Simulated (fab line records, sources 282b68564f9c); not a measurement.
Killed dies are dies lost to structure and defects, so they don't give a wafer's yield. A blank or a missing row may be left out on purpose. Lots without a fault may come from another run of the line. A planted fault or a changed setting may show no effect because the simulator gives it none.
Which tool did it? | flow rit_cmos | 14 lots, 42 wafers sampled, at 2 steps of a route of 202

WHAT THE GAUGES READ, wafer by wafer
RIT_SDANNEAL_RS_MEAS_06: measures by four-point-probe. Usual: PLDD_RS 176.9 ohm/sq, standard deviation 0.5.
lot  | measured    | on            | PLDD_RS (ohm/sq)  | flag
L943 | day 3 00:56 | film_metro-03 | 177.1 177.5 177.7 |
L944 | day 3 06:25 | film_metro-02 | 176.8 177.3 176.8 |
L945 | day 3 13:10 | film_metro-03 | 178.2 177.8 177.8 |
L946 | day 3 18:23 | film_metro-02 | 177.0 177.1 176.9 |
L947 | day 4 01:25 | film_metro-02 | 177.6 177.1 177.6 |
L948 | day 4 03:47 | film_metro-02 | 176.6 176.6 177.0 |
L949 | day 4 06:44 | film_metro-02 | 176.5 176.5 176.0 |
L950 | day 4 13:47 | film_metro-02 | 177.4 177.2 177.4 |
L951 | day 4 18:26 | film_metro-03 | 177.0 177.1 177.3 |
L955 | day 5 16:47 | film_metro-02 | 175.8 176.3 176.6 |
L959 | day 6 14:54 | film_metro-02 | 176.4 176.9 176.5 |
L960 | day 6 19:37 | film_metro-01 | 174.2 174.2 173.6 | OFF
L961 | day 7 00:56 | film_metro-03 | 173.8 174.1 173.9 | OFF
L965 | day 8 03:32 | film_metro-03 | 176.8 176.6 177.1 |

WHICH TOOL RAN EACH LOT (tool, then ch and the chambers of the sampled wafers, then the start)
lot  | RIT_PLDD_IMPLANT_08
L943 | implanter-03 ch 0, day 2 18:20
L944 | implanter-02 ch 0, day 2 23:37
L945 | implanter-02 ch 0, day 3 05:35
L946 | implanter-03 ch 0, day 3 11:22
L947 | implanter-04 ch 0, day 3 18:35
L948 | implanter-04 ch 0, day 3 20:58
L949 | implanter-02 ch 0, day 4 00:03
L950 | implanter-03 ch 0, day 4 07:14
L951 | implanter-03 ch 0, day 4 11:49
L955 | implanter-03 ch 0, day 5 08:59
L959 | implanter-03 ch 0, day 6 05:39
L960 | implanter-03 ch 0, day 6 09:11
L961 | implanter-03 ch 0, day 6 16:20
L965 | implanter-04 ch 0, day 7 13:16
- RIT_PLDD_IMPLANT_08

WHAT THE TOOLS THEMSELVES READ (means of the sampled wafers that have a number; where no wafer has one, the mark that the record gives instead)
RIT_PLDD_IMPLANT_08. Usual: beam_energy_keV 20.000, standard deviation 0.0066; beam_on_s 9.98 s, standard deviation 0.18.
lot  | tool         | beam_energy_keV | beam_on_s (s) | flag
L943 | implanter-03 | 20.003          | 9.93          |
L944 | implanter-02 | 19.997          | 10.04         |
L945 | implanter-02 | 20.000          | 10.08         |
L946 | implanter-03 | 20.006          | 9.95          |
L947 | implanter-04 | 20.005          | 9.95          |
L948 | implanter-04 | 20.000          | 10.14         |
L949 | implanter-02 | 19.994          | 9.96          |
L950 | implanter-03 | 19.999          | 10.09         |
L951 | implanter-03 | 20.004          | 9.84          |
L955 | implanter-03 | 20.003          | 9.94          |
L959 | implanter-03 | 19.990          | 9.92          |
L960 | implanter-03 | 20.897          | 9.91          | OFF
L961 | implanter-03 | 20.896          | 9.89          | OFF
L965 | implanter-04 | 19.989          | 9.91          |

THE ANSWER, worked out from the rows above alone
Rule: a lot is off if the mean of its wafers that have a number lies more than 3 standard deviations from the usual mean. A lot without any number at a reading at which 4 lots or more have one is off too. The other lots that the step has rows for count as sound. The gauges are gone through in route order, then the tools' own readings, and for those a lot's mean is taken as printed above. The first step at which some lot is off is used, and at that step the reading that is off furthest; a lot without a number counts as furthest.
Off: L960, L961, at RIT_SDANNEAL_RS_MEAS_06 (PLDD_RS).
A tool fits if, at a process step before that reading, it ran every lot that is off, and no sound lot after the first of them. The gauges at RIT_SDANNEAL_RS_MEAS_06 aren't tried: what is off there is off at RIT_PLDD_IMPLANT_08 too, on other tools, and a gauge's error can't cause that. One fits: implanter-03 at RIT_PLDD_IMPLANT_08. Its last sound lot is L959 (day 6 05:39), its first lot that is off L960 (day 6 09:11): a fault that began between those two fits.
The tool's own readings at RIT_PLDD_IMPLANT_08 bear it out: on the lots that are off they differ by more than 5 times the standard deviation of the sound lots' means. beam_energy_keV reads 20.896 there against 19.999 on the sound lots.

WHAT THE SIMULATOR HAD PUT IN
Process parameter drift: implanter-03, from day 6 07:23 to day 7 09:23, at RIT_PLDD_IMPLANT_08. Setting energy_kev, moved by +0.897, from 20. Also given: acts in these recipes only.
Lots struck among those shown: L960, L961. The rule above found the same.
